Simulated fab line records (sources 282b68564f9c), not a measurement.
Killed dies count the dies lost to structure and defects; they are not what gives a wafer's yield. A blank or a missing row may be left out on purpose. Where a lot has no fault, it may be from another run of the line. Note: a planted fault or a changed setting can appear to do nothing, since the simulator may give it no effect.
Which of the tools did it?    flow rit-cmos    Sampling: 13 lots, 39 wafers, 2 of 202 route steps

## WHAT EACH GAUGE READ, for each wafer
RIT_CONTACT_THK_MEAS_01. Usual: CONTACT_TEOS_THK gives 400 nm (standard deviation 4.9).
lot   measured     on             CONTACT_TEOS_THK (nm)  flag
L484  day 3 06:43  film-metro-03  393 398 404            
L485  day 3 12:32  film-metro-02  398 400 406            
L486  day 3 15:16  film-metro-03  401 401 405            
L487  day 3 22:10  film-metro-02  402 405 401            
L488  day 4 02:09  film-metro-04  402 399 407            
L489  day 4 05:48  film-metro-04  396 400 404            
L498  day 6 01:32  film-metro-03  397 441 399            
L499  day 6 04:42  film-metro-02  401 401 404            
L500  day 6 11:20  film-metro-03  401 397 408            
L502  day 6 21:05  film-metro-02  406 405 408            
L503  day 7 03:05  film-metro-02  398 396 402            
L505  day 7 13:46  film-metro-03  397 405 399            
L506  day 7 18:56  film-metro-03  395 391 401            

## WHICH TOOL RAN EACH LOT (tool, then ch and the chambers of the sampled wafers, then the start)
lot   RIT_CONTACT_CVD_00
L484  pecvd-03 ch 0,1,2, day 3 06:39
L485  pecvd-01 ch 0,2, day 3 12:29
L486  pecvd-04 ch 0,2, day 3 15:12
L487  pecvd-03 ch 1,2, day 3 22:06
L488  pecvd-01 ch 0,2, day 4 02:06
L489  pecvd-04 ch 1,2, day 4 05:44
L498  pecvd-01 ch 0,2, day 6 01:27
L499  pecvd-04 ch 0,1,2, day 6 04:39
L500  pecvd-03 ch 1,2, day 6 11:17
L502  pecvd-04 ch 0,1,2, day 6 21:02
L503  pecvd-03 ch 0,1,2, day 7 03:02
L505  pecvd-04 ch 1,2, day 7 13:42
L506  pecvd-03 ch 0,1,2, day 7 18:53
- RIT_CONTACT_CVD_00: deposits SiO2 from TEOS, target thk 400 nm, time 61 s.

## AS READ BY THE TOOLS THEMSELVES (means over the sampled wafers that have a number; for cases with no such wafer, the mark the record gives instead)
RIT_CONTACT_CVD_00. Usual: heater-power-w 336 W, standard deviation 50.
lot   tool      heater-power-w (W)  flag
L484  pecvd-03  291                 
L485  pecvd-01  424                 
L486  pecvd-04  284                 
L487  pecvd-03  318                 
L488  pecvd-01  389                 
L489  pecvd-04  336                 
L498  pecvd-01  341                 
L499  pecvd-04  296                 
L500  pecvd-03  319                 
L502  pecvd-04  316                 
L503  pecvd-03  326                 
L505  pecvd-04  337                 
L506  pecvd-03  298                 

## THE ANSWER, worked out from the rows above alone
Rule: a lot counts as off when the mean over its wafers that have a number is more than 3 standard deviations away from the usual mean. A lot without any number at a reading at which 4 lots or more have one is off too. Any other lot the step has rows for is counted as sound. First the gauges in route order, then the tools' own readings, where a lot's mean is used as printed above. The first step at which some lot is off is used, and at that step the reading that is off furthest; a lot without a number counts as furthest.
No lot is off on any of the readings shown, so nothing can be concluded from this.

## WHAT HAD BEEN PUT IN BY THE SIMULATOR
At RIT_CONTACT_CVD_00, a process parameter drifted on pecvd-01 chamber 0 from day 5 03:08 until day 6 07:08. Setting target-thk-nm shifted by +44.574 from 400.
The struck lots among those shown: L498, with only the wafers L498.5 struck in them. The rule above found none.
